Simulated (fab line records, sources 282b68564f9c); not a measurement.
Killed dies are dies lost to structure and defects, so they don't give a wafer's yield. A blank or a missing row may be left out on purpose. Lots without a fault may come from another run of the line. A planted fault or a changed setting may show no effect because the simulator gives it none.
fab line records | flow rit_cmos
record lots=5 wafers=23
route steps=202 shown NSD@132 PSD@143 SILICIDE@162 M1@190
start_h: hours from the record's first day to the start of the lot's first wafer shown | wait_h: hours since the lot's step before | " the same as in the row above | L1.1+2: a row that stands for several wafers | - no value, or no start given | * or withheld: withheld | < > ~ a bound
route shown NAME@n: a module of which the file shows steps, and the number in the route of the first | usual: mean/standard deviation of fault-free wafers | same: alike in all rows | chamber/n: place in a boat | sites: the reading at each site | _std_site: their standard deviation | _edge_site: outer sites' mean less inner sites' | radius_mm: how far each site lies from the wafer's centre | mask NAME#n: copy n | behind: the tool/chamber that last shaped the wafer | hold: why the lot was held/for how many hours/how that ended | device: the transistor (n, p or np) that didn't switch | end of line: the same wafers' tests at the end of the route | a step without rows: its recipe alone | killed: dies lost to structure and defects at the first sort, not the wafer's yield | map: a wafer's dies, x killed, . not, _ none there
set.NAME: the setting as run; set.NAME@STEP: as run at that earlier step | model.NAME: the simulator's own value behind a step, which no gauge read
lots whose settings were changed on purpose; a table a step, a row a wafer
## steps
# step RIT_NSD_COAT_01
# recipe resist=NOVOLAK spin_rpm=3250 resist_thk_nm=1000
# columns lot.wafer tool chamber start_h wait_h set.spin_rpm model.NOVOLAK_of_NSD_COAT_01.thk_nm
L081.1 litho_track-02 0 84.33 0.1 3079 1024
L081.2 " 0 " " 3250 997.4
L081.3 " 0 " " 3079 1032
L081.4 " 0 " " 3250 999.7
L081.6 " 0 " " 3079 1026
L082.3 litho_track-01 0 87.89 0.1 3250 997.8
L082.5 " 0 " " 3250 1000
L082.6 " 0 " " 3250 994.9
L083.1+5 litho_track-01 0 96.03 0.1 3250 1004
L083.2 " 0 " " 3250 1002
L083.3 " 0 " " 3250 1005
L083.4 " 0 " " 3250 1007
L084.1 litho_track-01 0 103.02 0.1 3250 999.6
L084.2 " 0 " " 3056 1032
L084.3 " 0 " " 3250 999.9
L084.4 " 0 " " 3056 1035
L084.5 " 0 " " 3250 998.2
L085.1 litho_track-02 0 110.53 0.1 3250 1000
L085.2 " 0 " " 3250 998.5
L085.4 " 0 " " 3250 997.8
L085.5 " 0 " " 3250 997.7
L085.6 " 0 " " 3250 1002
# step RIT_PSD_COAT_01
# recipe resist=NOVOLAK spin_rpm=3250 resist_thk_nm=1000
# columns lot.wafer tool chamber start_h wait_h set.resist_thk_nm model.NOVOLAK_of_PSD_COAT_01.thk_nm
L081.1+4 litho_track-04 0 85.88 0.1 1000 1002
L081.2+3 " 0 " " 1000 1000
L081.6 " 0 " " 1000 1001
L082.3 litho_track-03 0 89.31 0.1 1000 995.3
L082.5 " 0 " " 1000 997.7
L082.6 " 0 " " 1000 999.8
L083.1 litho_track-04 0 97.45 0.1 1000 998
L083.2 " 0 " " 1055 1053
L083.3 " 0 " " 1000 996
L083.4 " 0 " " 1055 1054
L083.5 " 0 " " 1055 1052
L084.1+5 litho_track-01 0 104.60 0.1 1000 1001
L084.2 " 0 " " 971.4 974.3
L084.3 " 0 " " 971.4 972
L084.4 " 0 " " 971.4 971.9
L085.1 litho_track-01 0 112.08 0.1 983.2 983.6
L085.2 " 0 " " 983.2 983.9
L085.4 " 0 " " 1000 999.7
L085.5 " 0 " " 983.2 982.4
L085.6 " 0 " " 1000 999.8
# step RIT_SILICIDE_SPUTTER_01
# recipe material=Ti target_thk_nm=30 power_w=350 chamber_pressure_pa=0.667 gas=Ar time_s=240 substrate_temp_c=25
# columns lot.wafer tool chamber start_h wait_h set.power_w model.Ti_of_SILICIDE_SPUTTER_01.thk_nm
L081.1 pvd_sputter-04 - 88.19 0.0 325.2 28.03
L081.2 " - " " 350 30.15
L081.3 " - " " 350 29.68
L081.4 " - " " 325.2 27.96
L081.6 " - " " 325.2 27.88
L082.3 pvd_sputter-03 - 91.53 0.0 350 29.45
L082.5 " - " " 350 29.31
L082.6 " - " " 350 29.55
L083.1 pvd_sputter-01 - 99.80 0.0 350 30.41
L083.2 " - " " 383.1 33.88
L083.3 " - " " 383.1 33.13
L083.4 " - " " 383.1 33.26
L083.5 " - " " 350 30.85
L084.1 pvd_sputter-03 - 106.93 0.0 350 29.99
L084.2 " - " " 330.2 27.51
L084.3 " - " " 330.2 27.98
L084.4 " - " " 350 29.73
L084.5 " - " " 350 29.85
L085.1 pvd_sputter-01 - 114.39 0.0 350 29.89
L085.2 " - " " 381.9 33.12
L085.4 " - " " 350 29.72
L085.5 " - " " 350 30.47
L085.6 " - " " 381.9 32.56
# step RIT_SILICIDE_RS_MEAS_02
# recipe thk_meas_gauge=four-point-probe reads=Ti_of_SILICIDE_SPUTTER_01
# usual SILICIDE_TI_RS=48.1/0.72
# columns lot.wafer tool chamber start_h wait_h set.power_w@SILICIDE_SPUTTER_01 SILICIDE_TI_RS[ohm/sq]
L081.1 film_metro-01 - 88.34 0.1 325.2 52.2
L081.2 " - " " 350 47.8
L081.3 " - " " 350 48.7
L081.4 " - " " 325.2 52.4
L081.6 " - " " 325.2 52.6
L082.3 film_metro-01 - 91.72 0.1 350 49.1
L082.5 " - " " 350 49.4
L082.6 " - " " 350 48.9
L083.1 film_metro-01 - 99.95 0.1 350 47.3
L083.2 " - " " 383.1 41.2
L083.3 " - " " 383.1 42.3
L083.4 " - " " 383.1 42.3
L083.5 " - " " 350 46.5
L084.1 film_metro-01 - 107.08 0.1 350 47.9
L084.2 " - " " 330.2 53.4
L084.3 " - " " 330.2 52.4
L084.4 " - " " 350 48.7
L084.5 " - " " 350 48.3
L085.1 film_metro-02 - 114.54 0.1 350 48.3
L085.2 " - " " 381.9 42.3
L085.4 " - " " 350 48.5
L085.5 " - " " 350 47.0
L085.6 " - " " 381.9 43.4
# step RIT_SILICIDE_THK_MEAS_03
# recipe thk_meas_gauge=xrf reads=Ti_of_SILICIDE_SPUTTER_01
# usual SILICIDE_TI_THK=29.9/0.38
# columns lot.wafer tool chamber start_h wait_h set.power_w@SILICIDE_SPUTTER_01 SILICIDE_TI_THK[nm]
L081.1 film_metro-01 - 88.46 0.1 325.2 28.1
L081.2 " - " " 350 30.3
L081.3 " - " " 350 29.7
L081.4 " - " " 325.2 28.0
L081.6 " - " " 325.2 28.0
L082.3 film_metro-01 - 91.82 0.1 350 29.4
L082.5 " - " " 350 29.4
L082.6 " - " " 350 29.7
L083.1 film_metro-01 - 100.07 0.1 350 30.5
L083.2 " - " " 383.1 34.0
L083.3 " - " " 383.1 33.2
L083.4 " - " " 383.1 33.4
L083.5 " - " " 350 30.9
L084.1 film_metro-01 - 107.20 0.1 350 30.0
L084.2 " - " " 330.2 27.5
L084.3 " - " " 330.2 28.0
L084.4 " - " " 350 29.8
L084.5 " - " " 350 29.9
L085.1 film_metro-02 - 114.66 0.1 350 29.6
L085.2 " - " " 381.9 33.0
L085.4 " - " " 350 29.4
L085.5 " - " " 350 30.2
L085.6 " - " " 381.9 32.3
# step RIT_M1_EXPOSE_06
# recipe mask_id=M12 na=0.6 source_shape=conventional sigma_outer=0.5 target_cd_nm=2600 dose_mj=250
# columns lot.wafer tool chamber start_h wait_h mask set.dose_mj
L081.1+3+6 iline_stepper-01 0 92.02 0.2 M12#0 242.9
L081.2+4 " 0 " " M12#0 250
L082.3+5+6 iline_stepper-01 0 95.27 0.1 M12#0 250
L083.1+2+4 iline_stepper-01 0 103.59 0.1 M12#0 250
L083.3+5 " 0 " " M12#0 266.9
L084.1+4 iline_stepper-02 0 110.71 0.2 M12#0 237.8
L084.2+3+5 " 0 " " M12#0 250
L085.1+2+4+5+6 iline_stepper-02 0 118.06 0.1 M12#0 250
# step RIT_M1_PEB_07
# recipe resist=NOVOLAK temp_c=withheld time_s=withheld
# step RIT_M1_DEVELOP_08
# recipe resist=NOVOLAK develop_time_s=68 dev_temp_c=23
# step RIT_M1_CD_MEAS_09
# recipe target_cd_nm=2600
# usual cd_nm=2599.8/2.8
# columns lot.wafer tool chamber start_h wait_h set.dose_mj@M1_EXPOSE_06 cd_nm
L081.1 cd_sem-01 - 92.45 - 242.9 2609.2
L081.2 " - " " 250 2602.2
L081.3 " - " " 242.9 2608.8
L081.4 " - " " 250 2601.3
L081.6 " - " " 242.9 2610.1
L082.3 cd_sem-02 - 95.70 - 250 2599.7
L082.5 " - " " 250 2604.0
L082.6 " - " " 250 2600.8
L083.1 cd_sem-01 - 104.02 - 250 2595.4
L083.2 " - " " 250 2596.9
L083.3 " - " " 266.9 2576.2
L083.4 " - " " 250 2596.7
L083.5 " - " " 266.9 2577.2
L084.1 cd_sem-02 - 111.14 - 237.8 2615.6
L084.2 " - " " 250 2603.2
L084.3 " - " " 250 2602.9
L084.4 " - " " 237.8 2617.7
L084.5 " - " " 250 2600.5
L085.1 cd_sem-02 - 118.49 - 250 2598.1
L085.2 " - " " 250 2597.5
L085.4 " - " " 250 2596.9
L085.5 " - " " 250 2597.4
L085.6 " - " " 250 2597.6
# step RIT_M1_HARDBAKE_11
# recipe resist=NOVOLAK temp_c=140 time_s=120
# step RIT_M1_METAL_ETCH_12
# recipe stop_on=SiO2 chemistry=Cl2/BCl3 target=Al time_s=165 over_etch_frac=0.5 pressure_mtorr=100 target_depth_a=6000 rf_w=250 Cl2_flow_sccm=60 bcl3_flow_sccm=50
# columns lot.wafer tool chamber start_h wait_h set.dose_mj@M1_EXPOSE_06 model.M1.cd_nm
L081.1 rie_metal-04 0 92.85 0.2 242.9 2609
L081.2 " 1 " " 250 2601
L081.3+6 " 0 " " 242.9 2610
L081.4 " 1 " " 250 2600
L082.3 rie_metal-02 1 96.12 0.2 250 2597
L082.5 " 0 " " 250 2603
L082.6 " 1 " " 250 2598
L083.1+4 rie_metal-01 0 104.61 0.2 250 2590
L083.2 " 1 " " 250 2595
L083.3 " 1 " " 266.9 2574
L083.5 " 0 " " 266.9 2571
L084.1 rie_metal-04 0 111.55 0.2 237.8 2616
L084.2 " 1 " " 250 2603
L084.3 " 0 " " 250 2604
L084.4 " 1 " " 237.8 2617
L084.5 " 1 " " 250 2600
L085.1+5 rie_metal-02 0 118.90 0.2 250 2595
L085.2+4+6 " 1 " " 250 2594
# step RIT_M1_STRIP_13
# recipe chemistry=nmp resist=NOVOLAK temp_c=80 time_s=600 dry=n2_spin
# columns lot.wafer tool chamber start_h wait_h set.time_s
L081.1+2+3+4+6 - - - 0.1 600
L082.3+5+6 wet_bench-04 1 96.23 0.1 600
L083.1+2+3+4+5 - - - 0.1 671.8
L084.1+2+3+4+5 - - - 0.1 543.1
L085.1+2+4+5+6 - - - 0.1 546.4
# step RIT_M1_STRIP_14
# recipe chemistry=O2 time_s=180 platen_temp_c=withheld power_w=500 pressure_mtorr=4000 o2_flow_sccm=4000
# step RIT_M1_CD_MEAS_90
# recipe target_cd_nm=2600
# usual cd_nm=2599/4
# columns lot.wafer tool chamber start_h wait_h set.dose_mj@M1_EXPOSE_06 cd_nm
L081.1 cd_sem-01 - 93.36 0.1 242.9 2609
L081.2 " - " " 250 2601
L081.3 " - " " 242.9 2610
L081.4 " - " " 250 2600
L081.6 " - " " 242.9 2610
L082.3 cd_sem-01 - 96.62 0.1 250 2597
L082.5 " - " " 250 2603
L082.6 " - " " 250 2598
L083.1 cd_sem-02 - 105.12 0.1 250 2590
L083.2 " - " " 250 2595
L083.3 " - " " 266.9 2574
L083.4 " - " " 250 2590
L083.5 " - " " 266.9 2571
L084.1 cd_sem-01 - 112.06 0.1 237.8 2616
L084.2 " - " " 250 2603
L084.3 " - " " 250 2604
L084.4 " - " " 237.8 2617
L084.5 " - " " 250 2600
L085.1 cd_sem-02 - 119.41 0.1 250 2596
L085.2 " - " " 250 2594
L085.4 " - " " 250 2593
L085.5 " - " " 250 2595
L085.6 " - " " 250 2594
# step RIT_M1_ANNEAL_15
# recipe temp_c=450 time_s=1800 ambient=forming_gas_H2N2
# step RIT_M1_PROBE_99
# columns lot.wafer tool chamber start_h wait_h set.dose_cm2@NWELL_IMPLANT_08 set.develop_time_s@GATE_DEVELOP_15 model.etest.pmos_turned.r_on_ohm_um model.etest.pmos_0p3.r_on_ohm_um model.etest.pmos_0p15.r_on_ohm_um model.etest.nmos_0p3.r_on_ohm_um model.etest.nmos_0p15.r_on_ohm_um model.etest.nwell_pinched.rs_ohm_sq
L081.1 prober-02 - 95.11 0.1 5e+13 50 - - - - - 323.2
L081.2 prober-02 - 95.16 0.1 5e+13 50 - - - - - 316.3
L081.3 prober-02 - 95.21 0.2 5e+13 50 - - - - - 323
L081.4 prober-02 - 95.26 0.2 5.32e+13 50 - - - - - 307
L081.6 prober-02 - 95.36 0.2 5.32e+13 50 - - - - - 307.2
L082.3 prober-01 - 98.42 0.2 5e+13 50 3443 6284 2821 2172 1178 344.3
L082.5 prober-01 - 98.52 0.2 5e+13 50 3445 6268 2782 2156 1156 339.5
L082.6 prober-01 - 98.57 0.2 5e+13 50 3458 6266 2807 2186 1188 347.7
L083.1 prober-02 - 106.86 0.1 5.324e+13 55.13 3458 5995 2449 2152 1078 327.4
L083.2 prober-02 - 106.91 0.1 5e+13 55.13 3331 5883 2359 2104 1046 338.7
L083.3 prober-02 - 106.96 0.2 5.324e+13 50 3922 6471 2908 2292 1207 328.4
L083.4 prober-02 - 107.01 0.2 5.324e+13 50 3845 6412 2851 2281 1220 331.6
L083.5 prober-02 - 107.06 0.2 5e+13 55.13 3470 5938 2474 2139 1086 341.8
L084.1 prober-01 - 113.80 0.1 5.301e+13 46.52 3649 6586 2997 2223 1158 322.8
L084.2 prober-01 - 113.85 0.1 5e+13 46.52 3599 6478 2940 2190 1150 334.6
L084.3 prober-01 - 113.90 0.2 5.301e+13 46.52 3694 6629 3048 2219 1184 322.1
L084.4 prober-01 - 113.95 0.2 5.301e+13 50 3383 6328 2717 2160 1088 322.5
L084.5 prober-01 - 114.00 0.2 5e+13 50 3239 6254 2652 2124 1063 334.6
L085.1 prober-02 - 121.15 0.1 5e+13 50 3152 6243 2704 2043 1075 340.8
L085.2 prober-02 - 121.20 0.1 4.726e+13 46.06 3407 6519 2999 2164 1188 356.5
L085.4 prober-02 - 121.30 0.2 5e+13 50 3074 6247 2642 2058 1067 340.5
L085.5 prober-02 - 121.35 0.2 5e+13 46.06 3391 6532 2986 2172 1167 338.6
L085.6 prober-02 - 121.40 0.2 4.726e+13 46.06 3383 6403 2974 2157 1184 354.7
# killed by level:class
L082.3 FOX2:geometric_particle:open=2 GATE:geometric_particle:short=2 SILICIDE:geometric_particle:short=2 SILICIDE:geometric_particle:open=2 REOX:geometric_particle:open=1
L082.5 GATE:geometric_particle:open=2 SILICIDE:geometric_particle:short=2 GATE:geometric_particle:short=1 REOX:geometric_particle:short=1 SPACER:geometric_particle:open=1 SILICIDE:geometric_particle:open=1
L082.6 GATE:geometric_particle:open=3 SPACER:geometric_particle:open=1 SILICIDE:geometric_particle:open=1 SILICIDE:geometric_particle:short=1 CONTACT:geometric_particle:short=1
## key
split step=RIT_NSD_COAT_01 setting=spin_rpm stated=3250 by=wafer
response step=RIT_NSD_COAT_01 reading=model.NOVOLAK_of_NSD_COAT_01.thk_nm change=-5.59 per=1% r=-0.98
split step=RIT_PSD_COAT_01 setting=resist_thk_nm stated=1000 by=wafer
response step=RIT_PSD_COAT_01 reading=model.NOVOLAK_of_PSD_COAT_01.thk_nm change=+10.1 per=1% r=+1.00
split step=RIT_SILICIDE_SPUTTER_01 setting=power_w stated=350 by=wafer
response step=RIT_SILICIDE_SPUTTER_01 reading=model.Ti_of_SILICIDE_SPUTTER_01.thk_nm change=+0.306 per=1% r=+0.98
response step=RIT_SILICIDE_RS_MEAS_02 reading=SILICIDE_TI_RS change=-0.585 per=1% r=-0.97
response step=RIT_SILICIDE_THK_MEAS_03 reading=SILICIDE_TI_THK change=+0.311 per=1% r=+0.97
split step=RIT_M1_EXPOSE_06 setting=dose_mj stated=250 by=wafer
response step=RIT_M1_CD_MEAS_09 reading=cd_nm change=-2.89 per=1% r=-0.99
response step=RIT_M1_METAL_ETCH_12 reading=model.M1.cd_nm change=-2.93 per=1% r=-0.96
response step=RIT_M1_CD_MEAS_90 reading=cd_nm change=-2.94 per=1% r=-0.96
split step=RIT_M1_STRIP_13 setting=time_s stated=600 by=lot
response none clear
split outside_this_file step=RIT_NWELL_IMPLANT_08 setting=dose_cm2
split outside_this_file step=RIT_GATE_DEVELOP_15 setting=develop_time_s
# split outside_this_file: this setting was split too, and the file shows its column; the key of that split is in another file
